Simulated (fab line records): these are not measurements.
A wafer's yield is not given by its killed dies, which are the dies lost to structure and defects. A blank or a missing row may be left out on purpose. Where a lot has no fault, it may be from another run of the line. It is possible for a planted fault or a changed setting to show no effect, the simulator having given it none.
fab line records ; flow ritCmos
record: lots: 7; wafers: 21; lastDay: 7
route steps=202 shown ACTIVE@3
lots untouched by any fault: they come from a run of this same line in which no faults occurred
startH: the number of hours between the record's first day and the start of the first shown wafer of the lot ; waitH: hours from the lot's prior step to this one ; " unchanged from the row above ; L1.1+2: a row that stands for several wafers ; - no value present, or no start provided ; * or withheld: withheld ; < > ~ a bound
route shown NAME@n: a module of which the file shows steps, and the number in the route of the first ; usual: average and standard deviation across the fault-free wafers ; same: alike in all rows ; chamber/n: place in a boat ; sites: readings site by site ; _std_site: standard deviation across them ; _edge_site: the outer-site mean with the inner-site mean subtracted ; radiusMm: for every site, how far away it sits from the centre of the wafer ; mask NAME#n: copy n ; behind: the tool/chamber that last shaped the wafer ; hold: the reason the lot was held/the length of the hold in hours/how it ended ; device: the n, p or np transistor that did not switch ; end of line: the tests these same wafers got at the end of their route ; step lacking rows: just its recipe ; killed: not the wafer's yield, but the dies lost to structure and defects at the first sort ; map: a wafer's dies, marking killed ones x, the rest . and places with no die _
set.NAME: setting as actually run; set.NAME@STEP: the setting as run at that earlier step ; model.NAME: the simulator's own value behind a step, which no gauge read
a table for each step, a row for each wafer; lots at some steps of the route
services: the hour from which a tool's chamber was out of use, counted from the record's first day as startH (under 0 if before that day), plus the number of hours and why
== steps ==
step: RIT_ACTIVE_THK_MEAS_02
recipe: reads: SiO2_of_ACTIVE_OXIDATION_01
usual: ACTIVE_OXIDE_THK: 46.6/1.1
lot.wafer;tool;chamber;startH;waitH;ACTIVE_OXIDE_THK[nm]
L595.2;filmMetro-01;-;17.06;0.0;44.8
L595.5;filmMetro-01;-;17.06;0.0;46.3
L595.6;filmMetro-01;-;17.06;0.0;44.9
L600.1;filmMetro-03;-;42.05;0.0;47.5
L600.2;filmMetro-03;-;42.05;0.0;46.4
L600.5;filmMetro-03;-;42.05;0.0;47.0
L601.1;filmMetro-03;-;47.05;0.0;47.5
L601.2;filmMetro-03;-;47.05;0.0;47.3
L601.6;filmMetro-03;-;47.05;0.0;48.4
L612.2;filmMetro-04;-;102.06;0.0;47.5
L612.3;filmMetro-04;-;102.06;0.0;47.4
L612.4;filmMetro-04;-;102.06;0.0;47.3
L613.1;filmMetro-01;-;107.05;0.0;45.6
L613.3;filmMetro-01;-;107.05;0.0;46.1
L613.4;filmMetro-01;-;107.05;0.0;46.2
L614.2;filmMetro-04;-;112.06;0.0;46.9
L614.3;filmMetro-04;-;112.06;0.0;46.5
L614.4;filmMetro-04;-;112.06;0.0;46.5
L617.1;filmMetro-01;-;127.38;0.0;48.0
L617.2;filmMetro-01;-;127.38;0.0;48.0
L617.4;filmMetro-01;-;127.38;0.0;47.9
step: RIT_ACTIVE_CVD_03
recipe: material: Si3N4; targetThkNm: 150; tempC: 810; precursor: SiH2Cl2/NH3; timeS: 1500; pressureMtorr: 300; sih2cl2FlowSccm: 60; nh3FlowSccm: 150
step: RIT_ACTIVE_THK_MEAS_04
recipe: reads: Si3N4_of_ACTIVE_CVD_03
usual: ACTIVE_NITRIDE_THK: 149.9/1.2
lot.wafer;tool;chamber;startH;waitH;ACTIVE_NITRIDE_THK[nm]
L595.2;filmMetro-03;-;18.54;0.0;148.5
L595.5;filmMetro-03;-;18.54;0.0;147.0
L595.6;filmMetro-03;-;18.54;0.0;148.5
L600.1;filmMetro-04;-;44.24;0.0;150.7
L600.2;filmMetro-04;-;44.24;0.0;150.5
L600.5;filmMetro-04;-;44.24;0.0;151.1
L601.1;filmMetro-03;-;49.24;0.0;150.6
L601.2;filmMetro-03;-;49.24;0.0;150.2
L601.6;filmMetro-03;-;49.24;0.0;149.9
L612.2;filmMetro-01;-;103.54;0.0;151.7
L612.3;filmMetro-01;-;103.54;0.0;150.5
L612.4;filmMetro-01;-;103.54;0.0;150.6
L613.1;filmMetro-01;-;108.53;0.0;149.8
L613.3;filmMetro-01;-;108.53;0.0;148.7
L613.4;filmMetro-01;-;108.53;0.0;148.9
L614.2;filmMetro-01;-;113.54;0.0;149.7
L614.3;filmMetro-01;-;113.54;0.0;150.1
L614.4;filmMetro-01;-;113.54;0.0;149.2
L617.1;filmMetro-01;-;128.86;0.0;151.7
L617.2;filmMetro-01;-;128.86;0.0;150.3
L617.4;filmMetro-01;-;128.86;0.0;149.8
step: RIT_ACTIVE_HMDS_05
recipe: primeTimeS: 60; primeTempC: 140
step: RIT_ACTIVE_COAT_06
recipe: resist: NOVOLAK; spinRpm: 3250; resistThkNm: 1000
step: RIT_ACTIVE_SOFTBAKE_07
recipe: resist: NOVOLAK; tempC: 90; timeS: 60
step: RIT_ACTIVE_EXPOSE_08
recipe: maskId: M1; na: 0.6; sourceShape: conventional; sigmaOuter: 0.6; targetCdNm: 1400; doseMj: 225
step: RIT_ACTIVE_PEB_09
recipe: resist: NOVOLAK; tempC: withheld; timeS: withheld
step: RIT_ACTIVE_DEVELOP_10
recipe: resist: NOVOLAK; developTimeS: 50; devTempC: 23
step: RIT_ACTIVE_CD_MEAS_11
recipe: targetCdNm: 1400
usual: cdNm: 1399.7/1.9
lot.wafer;tool;chamber;startH;waitH;cdNm
L595.2;cdSem-02;-;19.58;-;1397.9
L595.5;cdSem-02;-;19.58;-;1399.0
L595.6;cdSem-02;-;19.58;-;1396.4
L600.1;cdSem-02;-;45.15;-;1401.3
L600.2;cdSem-02;-;45.15;-;1400.2
L600.5;cdSem-02;-;45.15;-;1402.1
L601.1;cdSem-02;-;50.27;-;1399.9
L601.2;cdSem-02;-;50.27;-;1398.8
L601.6;cdSem-02;-;50.27;-;1398.9
L612.2;cdSem-02;-;104.46;-;1399.6
L612.3;cdSem-02;-;104.46;-;1398.4
L612.4;cdSem-02;-;104.46;-;1400.5
L613.1;cdSem-02;-;109.56;-;1398.8
L613.3;cdSem-02;-;109.56;-;1398.9
L613.4;cdSem-02;-;109.56;-;1396.3
L614.2;cdSem-02;-;114.46;-;1403.0
L614.3;cdSem-02;-;114.46;-;1401.9
L614.4;cdSem-02;-;114.46;-;1403.3
L617.1;cdSem-01;-;129.89;-;1399.6
L617.2;cdSem-01;-;129.89;-;1399.0
L617.4;cdSem-01;-;129.89;-;1399.7
step: RIT_ACTIVE_HARDBAKE_12
recipe: resist: NOVOLAK; tempC: 140; timeS: 60
step: RIT_ACTIVE_ETCH_13
recipe: stopOn: SiO2; chemistry: SF6; target: Si3N4; timeS: 210; overEtchFrac: 0.4; SF6_flow_sccm: 200; pressureMtorr: 260; rfW: 125; targetDepthA: 2100
usual: drypumpMotorCurrentA: 5.6/0.52; oesProductAu: 0.818/0.012; throttleValvePct: 7.52/0.092
lot.wafer;tool;chamber;startH;waitH;drypumpMotorCurrentA;oesProductAu;rfHoursCounterH;throttleValvePct
L595.2;rieDiel-02;3;19.89;0.1;5.1;0.814;5;7.59
L595.5;rieDiel-02;0;19.89;0.1;6.1;0.801;-;7.48
L595.6;rieDiel-02;3;19.89;0.1;5.0;0.810;-;7.59
L600.1;rieDiel-02;3;45.42;0.1;5.0;0.825;6;7.60
L600.2;rieDiel-02;1;45.42;0.1;4.9;0.841;86;7.39
L600.5;rieDiel-02;2;45.42;0.1;5.4;0.815;-;7.63
L601.1;rieDiel-03;3;50.54;0.1;6.0;0.842;77;7.41
L601.2;rieDiel-03;1;50.54;0.1;5.8;0.807;164;7.30
L601.6;rieDiel-03;2;50.54;0.1;5.9;0.802;-;7.55
L612.2;rieDiel-03;0;104.81;0.1;5.1;0.817;89;7.60
L612.3;rieDiel-03;2;104.81;0.1;5.8;0.811;39;7.55
L612.4;rieDiel-03;3;104.81;0.1;6.0;0.838;78;7.42
L613.1;rieDiel-02;2;109.83;0.1;5.5;0.807;112;7.62
L613.3;rieDiel-02;0;109.83;0.1;6.1;0.797;53;7.48
L613.4;rieDiel-02;3;109.83;0.1;5.0;0.819;7;7.58
L614.2;rieDiel-02;2;114.71;0.1;5.4;0.802;112;7.65
L614.3;rieDiel-02;1;114.71;0.1;4.8;0.835;88;7.40
L614.4;rieDiel-02;0;114.71;0.1;6.1;0.802;53;7.46
L617.1;rieDiel-04;2;130.16;0.1;5.0;0.826;27;7.58
L617.2;rieDiel-04;3;130.16;0.1;5.9;0.816;44;7.49
L617.4;rieDiel-04;1;130.16;0.1;6.5;0.828;67;7.56
step: RIT_ACTIVE_STRIP_14
recipe: chemistry: O2; timeS: 180; resist: NOVOLAK; platenTempC: withheld; powerW: 500; pressureMtorr: 4000; o2FlowSccm: 4000
usual: chamberPressureMTorr: 4000/3.6; drypumpMotorCurrentA: 5.7/0.35
lot.wafer;tool;chamber;startH;waitH;chamberPressureMTorr;drypumpMotorCurrentA;rfHoursCounterH;model.NOVOLAK_of_ACTIVE_COAT_06.thkNm
L595.2;plasmaAsher-03;0;20.02;0.1;4002;5.4;35;0
L595.5;plasmaAsher-03;1;20.02;0.1;4002;6.0;-;0
L595.6;plasmaAsher-03;0;20.02;0.1;3998;5.4;-;0
L600.1;plasmaAsher-01;0;45.55;0.1;3998;6.1;37;0
L600.2;plasmaAsher-01;1;45.55;0.1;4002;5.3;37;0
L600.5;plasmaAsher-01;0;45.55;0.1;3997;6.1;-;0
L601.1;plasmaAsher-02;1;50.68;0.1;3997;5.9;27;0
L601.2;plasmaAsher-02;0;50.68;0.1;3997;5.3;27;0
L601.6;plasmaAsher-02;0;50.68;0.1;4003;5.3;-;0
L612.2;plasmaAsher-03;1;104.95;0.1;-;-;-;649.3
L612.3;plasmaAsher-03;1;104.95;0.1;-;-;-;647
L612.4;plasmaAsher-03;0;104.95;0.1;-;-;-;646.9
L613.1;plasmaAsher-01;0;109.97;0.1;-;-;-;657.1
L613.3;plasmaAsher-01;1;109.97;0.1;-;-;-;658.6
L613.4;plasmaAsher-01;0;109.97;0.1;-;-;-;649
L614.2;plasmaAsher-03;0;114.84;0.1;-;-;-;657.8
L614.3;plasmaAsher-03;0;114.84;0.1;-;-;-;658
L614.4;plasmaAsher-03;1;114.84;0.1;-;-;-;656.6
L617.1;plasmaAsher-03;1;130.30;0.1;4002;6.0;48;0
L617.2;plasmaAsher-03;0;130.30;0.1;3998;5.5;48;0
L617.4;plasmaAsher-03;0;130.30;0.1;3999;5.4;-;0
step: RIT_ACTIVE_CD_MEAS_90
recipe: targetCdNm: 1400
usual: cdNm: 1399.8/1.9
lot.wafer;tool;chamber;startH;waitH;cdNm
L595.2;cdSem-01;-;20.22;0.1;1397.6
L595.5;cdSem-01;-;20.22;0.1;1399.4
L595.6;cdSem-01;-;20.22;0.1;1396.5
L600.1;cdSem-01;-;45.73;0.1;1401.2
L600.2;cdSem-01;-;45.73;0.1;1400.2
L600.5;cdSem-01;-;45.73;0.1;1402.7
L601.1;cdSem-02;-;50.85;0.1;1399.5
L601.2;cdSem-02;-;50.85;0.1;1399.4
L601.6;cdSem-02;-;50.85;0.1;1398.5
L612.2;cdSem-01;-;105.14;0.1;1399.3
L612.3;cdSem-01;-;105.14;0.1;1398.6
L612.4;cdSem-01;-;105.14;0.1;1400.5
L613.1;cdSem-02;-;110.14;0.1;1398.8
L613.3;cdSem-02;-;110.14;0.1;1398.8
L613.4;cdSem-02;-;110.14;0.1;1396.1
L614.2;cdSem-02;-;115.04;0.1;1403.0
L614.3;cdSem-02;-;115.04;0.1;1402.1
L614.4;cdSem-02;-;115.04;0.1;1403.3
L617.1;cdSem-01;-;130.47;0.1;1398.9
L617.2;cdSem-01;-;130.47;0.1;1398.6
L617.4;cdSem-01;-;130.47;0.1;1399.4
== services ==
tool;chamber;startH;hours;kind
rieDiel-04;2;5.21;6.4;repair
rieDiel-02;-;15.24;2.8;pm
rieDiel-02;1;34.50;4.5;repair
rieDiel-03;-;55.20;1.5;repair
rieDiel-03;1;75.11;-;clean
rieDiel-03;1;75.11;20.8;scheduledDown
rieDiel-03;1;75.11;20.8;ventCycle
rieDiel-03;2;90.93;5.7;repair
plasmaAsher-01;-;111.34;10.6;repair
plasmaAsher-01;-;123.88;14.6;pm
== key ==
firstSign: step: RIT_ACTIVE_STRIP_14; reading: toolRecord; direction: missing
effect none on later readings
modelEffect: step: RIT_ACTIVE_STRIP_14; value: NOVOLAK_of_ACTIVE_COAT_06.thkNm; without: 0; struck: 653.3
metAt RIT_ACTIVE_STRIP_14
struckWafers L612.2,L612.3,L612.4,L613.1,L613.3,L613.4,L614.2,L614.3,L614.4
laterRowsLeftOut L612.2,L612.3,L612.4,L613.1,L613.3,L613.4,L614.2,L614.3,L614.4
sortLeftOut L612.2,L612.3,L612.4,L613.1,L613.3,L613.4,L614.2,L614.3,L614.4
testerLeftOut L612,L613,L614
onsetBetween 45.55 104.95
fault: kind: skippedStepWhole; tool: plasmaAsher-01,plasmaAsher-03; chamber: -; onsetH: 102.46; steps: RIT_ACTIVE_STRIP_14; scope: struckLotsOnly
testerLeftOut: of these lots the tester's yield and bins aren't shown, on N5 and GAA mostly nor the transistor test; their killed dies are dies lost to structure and defects alone, not to doping, threshold or leakage, so they don't give the yield
sortLeftOut: the simulated sort isn't trusted on such a fault, so these wafers' sort isn't shown, and their yield isn't known
laterRowsLeftOut: the simulator's readings of these wafers behind a module that went badly wrong aren't trusted and aren't shown, but for the sort
